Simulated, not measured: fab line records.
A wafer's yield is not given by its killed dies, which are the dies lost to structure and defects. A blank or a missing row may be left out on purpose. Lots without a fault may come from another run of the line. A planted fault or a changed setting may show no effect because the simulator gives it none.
Comparing a struck lot with a sound one	flow berkeley cmos170	15 steps out of a route of 331
Sound: wafers L446.2, L446.3, L446.4. Struck: wafers L451.1, L451.2, L451.6. At the end, the cause is stated.
Each step with rows lists, per side, the tool, then ch with its chambers, then its first start. Under that, the readings that differ: sound wafers	struck wafers	difference of the means	sigmas: that difference in standard deviations of wafers without a fault.
alike: a reading whose means differ by less than 2 such deviations, as well as words and numbers matching on both sides. not compared: withheld readings; readings where some wafer has no value; bounds like >300 that might hide an equal value; numbers whose values overlap and for which the record gives no deviation.
Wherever a step has rows on one side only, a row that says differs or no value, or a row with sigmas, the two part there. Numbers that don't overlap but have no deviation are shown without sigmas and don't part them. A reading missing from all wafers of one side parts the sides only when that side holds two or more wafers.

first, 2 steps without rows for these wafers: UCB170_M3_COAT_05 (resist thk 900 nm); UCB170_M3_SOFTBAKE_06 (time 60 s).
UCB170_M3_STRIP_07: strips in O2.
  sound on plasma asher-01 ch 0,1, day 8 11:32; struck on plasma asher-01 ch 0,1, day 9 15:43
  alike: drypump motor current A, o2 flow sccm, oes product au, strip time to endpoint s
  not compared: rf hours counter h
then, 7 steps without rows for these wafers: UCB170_M3_STRIP_08 (strips KrF in DMSO, time 600 s); UCB170_M3_COAT_09; UCB170_M3_COAT_10 (resist thk 900 nm); UCB170_M3_SOFTBAKE_11 (time 60 s); UCB170_M3_EXPOSE_12 (exposes mask METAL3, target cd 700 nm); UCB170_M3_PEB_13; UCB170_M3_DEVELOP_14 (develop time 45 s).
UCB170_M3_CD_MEAS_15: the cd target is 700 nm.
  sound: cd sem-01 at day 8 12:53; struck: cd sem-01 at day 9 16:57
reading	sound	struck	difference	sigmas
cd nm (nm)	698.7 698.0 698.6	701.4 702.4 701.0	+3.2	+3
UCB170_M3_OVL_MEAS_16:
  sound: overlay-02 at day 8 12:59; struck: overlay-01 at day 9 17:04
  alike: M3_OVL
UCB170_M3_ETCH_17: etches BARC in N2/H2.
  sound on rie diel-01 ch 0,3, day 8 13:01; struck on rie diel-02 ch 2,3, day 9 17:07
reading	sound	struck	difference	sigmas
oes product au (a.u.)	1.011 1.000 1.011	0.799 0.808 0.804	-0.204	-11
  alike: drypump motor current A, n2 flow sccm, rf fwd power W, throttle valve pct
UCB170_M3_METAL_ETCH_18: etches Al in Cl2/BCl3, stops on SiO2, target depth 1170 nm, time 195 s.
  sound on rie metal-04 ch 0,1, day 8 13:04; struck on rie metal-04 ch 0, day 9 17:09
  alike: bcl3 flow sccm, drypump motor current A, oes product au, rf fwd power W, throttle valve pct
  not compared: rf hours counter h
UCB170_M3_PROBE_99:
  rows exist in the record for the sound wafers here (prober-02, day 8 13:40), none for the struck ones

WHERE THEY PART
Earliest at UCB170_M3_CD_MEAS_15; latest, in this record, at UCB170_M3_PROBE_99.

WHY: the cause the simulator had injected
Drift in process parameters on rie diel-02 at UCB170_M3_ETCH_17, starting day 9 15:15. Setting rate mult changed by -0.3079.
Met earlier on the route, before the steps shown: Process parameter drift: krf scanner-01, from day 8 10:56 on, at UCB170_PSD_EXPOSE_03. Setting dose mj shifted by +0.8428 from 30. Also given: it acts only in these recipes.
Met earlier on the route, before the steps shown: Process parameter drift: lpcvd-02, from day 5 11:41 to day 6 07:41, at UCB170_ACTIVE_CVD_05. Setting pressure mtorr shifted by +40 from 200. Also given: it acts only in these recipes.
